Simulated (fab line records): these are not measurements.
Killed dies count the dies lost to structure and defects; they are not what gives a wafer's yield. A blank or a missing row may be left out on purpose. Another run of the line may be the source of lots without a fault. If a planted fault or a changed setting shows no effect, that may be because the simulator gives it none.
A struck lot beside a sound one    flow ritCmos    18 steps out of a route of 202
Sound: the wafers L146.3, L146.4, L146.5. Wafers struck: L153.1, L153.5, L153.6. The cause comes at the end.
For every step that has rows: the tool of each side, followed by ch and its chambers, followed by its first start. Under that, the readings that differ: sound wafers    struck wafers    difference of the means    sigmas: that difference in standard deviations of wafers without a fault.
alike: a reading whose means differ by less than 2 such deviations, as well as words and numbers matching on both sides. not compared: withheld readings; readings where some wafer has no value; bounds like >300 that might hide an equal value; numbers whose values overlap and for which the record gives no deviation.
The two part at a step that has a row with sigmas, a row that says differs or no value, or rows on one side only. Numbers that have no deviation but don't overlap get no sigmas and don't part them. A reading that every wafer of one side lacks parts them only if that side has two wafers or more.

RIT_M1_RS_MEAS_01: a four-point-probe measurement.
  sound on filmMetro-01, day 4 17:25; struck on filmMetro-03, day 6 08:23
  alike: M1_AL_RS
RIT_M1_THK_MEAS_02: measures by xrf.
  sound on filmMetro-01, day 4 17:31; struck on filmMetro-03, day 6 08:31
  alike: M1_AL_THK
then, 6 steps without rows for these wafers: RIT_M1_HMDS_03 (prime time 60 s); RIT_M1_COAT_04 (resist thk 1300 nm); RIT_M1_SOFTBAKE_05 (time 60 s); RIT_M1_EXPOSE_06 (exposes mask M12, target cd 2600 nm); RIT_M1_PEB_07; RIT_M1_DEVELOP_08 (develop time 68 s).
RIT_M1_CD_MEAS_09: the cd target is 2600 nm.
  sound on cdSem-02, day 4 18:37; struck on cdSem-02, day 6 09:27
  alike: cdNm
RIT_M1_OVL_MEAS_10:
  sound on overlay-01, day 4 18:42; struck on overlay-02, day 6 09:34
  alike: M1_OVL
then, 1 step without rows for these wafers: RIT_M1_HARDBAKE_11 (time 120 s).
RIT_M1_METAL_ETCH_12: etches Al in Cl2/BCl3, stops on SiO2, time 165 s, target depth 600 nm.
  sound on rieMetal-01 ch 0,1, day 4 19:17; struck on rieMetal-04 ch 0,1, day 6 09:52
  alike: drypumpMotorCurrentA, oesProductAu, throttleValvePct
  not compared: rfHoursCounterH
RIT_M1_STRIP_13: strips in nmp, time 600 s.
  sound on wetBench-01 ch 0, day 4 19:24; struck on wetBench-01 ch 0, day 6 10:01
RIT_M1_STRIP_14: strips in O2, time 180 s.
  sound on plasmaAsher-04 ch 0,1, day 4 19:38; struck on plasmaAsher-03 ch 0,1, day 6 10:11
  alike: drypumpMotorCurrentA, rfReflPowerW
  not compared: rfHoursCounterH
RIT_M1_CD_MEAS_90: the cd target is 2600 nm.
  sound on cdSem-01, day 4 19:47; struck on cdSem-02, day 6 10:22
  alike: cdNm
then, 1 step without rows for these wafers: RIT_M1_ANNEAL_15 (time 1800 s).
RIT_M1_BOW_MEAS_16:
  sound on filmMetro-03, day 4 21:25; struck on filmMetro-04, day 6 11:59
  alike: M1_BOW
RIT_M1_PROBE_99:
  sound on prober-01, day 4 21:35; struck on prober-02, day 6 12:07
reading                                sound              struck             difference  sigmas
defectLimitedYield (%)                 98.5 98.1 98.1     84.1 82.6 84.1     -14.6       -12
killed_at_M0_to_M3                     0 0 0              37 38 37           +37         +99 or more
killedDies                             4 5 5              42 46 42           +39         +12
sort_bin_3_pad_short (%)               0 0 0              4.2 4.9 2.7        +3.9        +18
sort_bin_5_function (%)                1.5 1.1 1.1        11.4 9.8 11.7      +9.7        +12
sortNPass                              260 259 259        222 218 222        -39         -12
sortYieldPct (%)                       98.5 98.1 98.1     84.1 82.6 84.1     -14.6       -12
model.etest.tester.sortNPass           260 259 259        222 218 222        -39         
model.etest.tester.sortYieldPct (%)    98.48 98.11 98.11  84.09 82.58 84.09  -14.65      
model.etest.tester.sort_bin_5_pct (%)  1.515 1.136 1.136  11.36 9.848 11.74  +9.72       
model.etest.tester.sort_bin_3_pct (%)  0 0 0              4.167 4.924 2.652  +3.914      
  alike: killedAtContacts, killedAtFrontEnd, killedOpen, killedShort, sort_bin_6_memory
  not compared: model.etest.tester.sort_bin_6_pct

== WHERE THEY PART ==
Only at RIT_M1_PROBE_99, within this record.

WHY: the cause the simulator had injected
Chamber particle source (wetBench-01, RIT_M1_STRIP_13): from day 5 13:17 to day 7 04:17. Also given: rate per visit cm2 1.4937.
